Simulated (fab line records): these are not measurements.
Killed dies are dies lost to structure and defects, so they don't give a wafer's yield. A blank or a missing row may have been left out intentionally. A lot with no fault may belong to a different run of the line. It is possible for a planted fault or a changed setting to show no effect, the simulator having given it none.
Chamber matching + flow berkeleyCmos170 + UCB170_V2_CVD_00 on pecvd-01: 3 sister chambers
The step deposits SiO2 from TEOS/O2, target thk 2000 nm, time 250 s. 20 wafers are shown with their chamber, then 10 later ones without.

== WAFERS WITH THEIR CHAMBER ==
| wafer  | chamber | heaterPowerW (W) |
|--------|---------|------------------|
| L074.3 | 2       | 310              |
| L074.4 | 0       | 294              |
| L074.5 | 1       | 161              |
| L075.1 | 0       | 252              |
| L075.4 | 0       | 293              |
| L075.5 | 2       | 228              |
| L081.3 | 1       | 173              |
| L081.4 | 0       | 287              |
| L081.6 | 1       | 232              |
| L082.2 | 1       | 250              |
| L082.3 | 2       | 257              |
| L082.6 | 0       | 207              |
| L084.1 | 1       | 247              |
| L084.2 | 2       | 252              |
| L084.3 | 0       | 255              |
| L084.4 | 1       | 164              |
| L084.5 | 2       | 312              |
| L084.6 | 0       | 210              |
| L091.2 | 2       | 318              |
| L091.3 | 1       | 192              |

SIGNATURES (means of the wafers above)
| reading      | chamber 0 | chamber 1 | chamber 2 | scatter within a chamber |
|--------------|-----------|-----------|-----------|--------------------------|
| heaterPowerW | 256.86    | 202.71    | 279.50    | 38.3                     |
Rule: a wafer's distance from a chamber is the root of the sum, over the readings, of the square of ((its reading less the chamber's mean) divided by the reading's scatter). The wafer belongs to the nearest chamber; if the next one is less than 2 further off, it can't be placed. The scatter: the root of (the sum of the squares of (reading less its chamber's mean) over the shown wafers, divided by (wafers less chambers)).

== WAFERS WITHOUT THEIR CHAMBER ==
| wafer  | heaterPowerW (W) |
|--------|------------------|
| L091.6 | 239              |
| L095.2 | 247              |
| L095.5 | 291              |
| L095.6 | 227              |
| L097.1 | 227              |
| L097.2 | 285              |
| L097.3 | 261              |
| L097.4 | 320              |
| L097.5 | 209              |
| L097.6 | 158              |

== WHICH CHAMBER EACH ONE RAN IN ==
| wafer  | from the rows above          | in truth |
|--------|------------------------------|----------|
| L091.6 | can't be placed: 0 or 1 or 2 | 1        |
| L095.2 | can't be placed: 0 or 2 or 1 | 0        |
| L095.5 | can't be placed: 2 or 0      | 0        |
| L095.6 | can't be placed: 1 or 0 or 2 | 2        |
| L097.1 | can't be placed: 1 or 0 or 2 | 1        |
| L097.2 | can't be placed: 2 or 0      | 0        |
| L097.3 | can't be placed: 0 or 2 or 1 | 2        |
| L097.4 | can't be placed: 2 or 0      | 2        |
| L097.5 | can't be placed: 1 or 0 or 2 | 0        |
| L097.6 | can't be placed: 1 or 0      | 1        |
Correctly placed: 0 of 10. Not placeable from these rows: 10 (in 10, the candidates include the true chamber). Placed wrongly: 0.
